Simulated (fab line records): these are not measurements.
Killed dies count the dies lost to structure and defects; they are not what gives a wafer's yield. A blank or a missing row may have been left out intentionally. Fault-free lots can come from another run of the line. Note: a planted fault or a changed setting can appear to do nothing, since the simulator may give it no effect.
Commonality check across tools    flow rit cmos    Lots sampled 13, wafers sampled 39

## REASON FOR OPENING
At RIT_SPACER_THK_MEAS_04 the reading SPACER_NITRIDE_THK is flagged on 1 of 13 lots. Fault-free wafers read 250.8 nm, with a standard deviation of 2.4.
Rule: a lot gets a flag if all its wafers with a number sit over 4 standard deviations from that mean, or if no wafer of it has a number. All remaining lots are regarded as sound.

lot   measured     on             SPACER_NITRIDE_THK (nm), wafer by wafer  flag
L547  day 3 16:04  film metro-03  250.3 250.5 248.8                        
L549  day 4 16:55  film metro-02  246.6 247.8 249.7                        
L553  day 4 23:53  film metro-03  252.5 251.8 252.6                        
L552  day 5 02:41  film metro-03  252.5 251.6 250.9                        
L554  day 5 07:43  film metro-03  251.1 251.0 251.6                        
L555  day 5 13:08  film metro-04  251.6 251.1 252.6                        
L556  day 5 14:27  film metro-02  250.9 251.4 251.5                        
L557  day 6 04:22  film metro-04  253.9 254.2 254.0                        
L561  day 6 13:49  film metro-02  251.6 252.1 250.1                        
L560  day 6 16:22  film metro-02  251.8 253.5 253.1                        
L567  day 7 12:16  film metro-02  253.0 252.1 251.5                        
L568  day 7 13:37  film metro-03  354.7 354.6 354.1                        FLAGGED
L569  day 7 19:52  film metro-04  252.7 252.1 248.3                        
Average over the flagged lots: 354.5 nm; offset from the usual +103.7 nm, equal to +43 standard deviations.

## WHICH TOOL RAN EACH LOT
2 process steps preceding the reading are held in the record, out of 202 steps in the route. Read each cell as the tool, then ch plus the chambers that the sampled wafers visited, then the start.
lot   flag     RIT_PLDD_STRIP_09                    RIT_SPACER_CVD_03
L547           plasma asher-03 ch 0,1, day 3 13:31  lpcvd-02 ch 0, day 3 14:08
L549           plasma asher-02 ch 0,1, day 4 14:25  lpcvd-01 ch 0, day 4 14:58
L553           plasma asher-01 ch 0,1, day 4 21:22  lpcvd-02 ch 0, day 4 21:58
L552           plasma asher-03 ch 0,1, day 5 00:09  lpcvd-02 ch 0, day 5 00:44
L554           plasma asher-02 ch 1, day 5 05:09    lpcvd-02 ch 0, day 5 05:47
L555           plasma asher-01 ch 0,1, day 5 10:37  lpcvd-02 ch 1, day 5 11:14
L556           plasma asher-02 ch 0,1, day 5 10:46  lpcvd-01 ch 1, day 5 12:32
L557           plasma asher-03 ch 0,1, day 6 01:51  lpcvd-01 ch 0, day 6 02:27
L561           plasma asher-02 ch 0,1, day 6 11:20  lpcvd-01 ch 0, day 6 11:53
L560           plasma asher-02 ch 0,1, day 6 13:50  lpcvd-02 ch 1, day 6 14:28
L567           plasma asher-02 ch 0,1, day 7 09:47  lpcvd-02 ch 1, day 7 10:19
L568  FLAGGED  plasma asher-01 ch 0,1, day 7 09:52  lpcvd-01 ch 0, day 7 11:43
L569           plasma asher-03 ch 0,1, day 7 17:23  lpcvd-02 ch 0, day 7 17:56
What is done by these steps:
- RIT_PLDD_STRIP_09: strips in O2, time 180 s.
- RIT_SPACER_CVD_03: deposits Si3N4 from SiH2Cl2/NH3, target thk 250 nm, time 3300 s.
- RIT_SPACER_THK_MEAS_04

## FLAGGED OVER TOTAL, TOOL BY TOOL (the gauges that took the reading come last)
step                    tool             lots run  flagged  share of the flagged lots  sound lots run after its first flagged lot
RIT_PLDD_STRIP_09       plasma asher-01  3         1        all                        0
RIT_PLDD_STRIP_09       plasma asher-02  6         0        none                       -
RIT_PLDD_STRIP_09       plasma asher-03  4         0        none                       -
RIT_SPACER_CVD_03       lpcvd-01         5         1        all                        0
RIT_SPACER_CVD_03       lpcvd-02         8         0        none                       -
RIT_SPACER_THK_MEAS_04  film metro-02    5         0        none                       -
RIT_SPACER_THK_MEAS_04  film metro-03    5         1        all                        0
RIT_SPACER_THK_MEAS_04  film metro-04    3         0        none                       -

## WHAT IS ALLOWED BY THE TABLE
Every flagged lot was run by 3 rows of the table: plasma asher-01 at RIT_PLDD_STRIP_09, lpcvd-01 at RIT_SPACER_CVD_03 and film metro-03 at RIT_SPACER_THK_MEAS_04.
- plasma asher-01 at RIT_PLDD_STRIP_09: 1 of its 3 lots flagged. Its last sound lot is L555 (day 5 10:37), its first flagged lot L568 (day 7 09:52): a fault that began between those two fits.
- lpcvd-01 at RIT_SPACER_CVD_03: 1 of its 5 lots flagged. Its last sound lot is L561 (day 6 11:53), its first flagged lot L568 (day 7 11:43): a fault that began between those two fits. Its own readings (spike tc centre C, spike tc load C, spike tc source C) fall more than 4 standard deviations out on all wafers of the flagged lots.
- film metro-03 at RIT_SPACER_THK_MEAS_04: 1 of its 5 lots flagged. Its last sound lot is L554 (day 5 07:43), its first flagged lot L568 (day 7 13:37): a fault that began between those two fits.
Because each of these 3 tools fits a fault that began at some hour, counting lots does not separate them. More lots, or a look at what each step does to the wafer, might.

## WHAT THE SIMULATOR HAD INSERTED
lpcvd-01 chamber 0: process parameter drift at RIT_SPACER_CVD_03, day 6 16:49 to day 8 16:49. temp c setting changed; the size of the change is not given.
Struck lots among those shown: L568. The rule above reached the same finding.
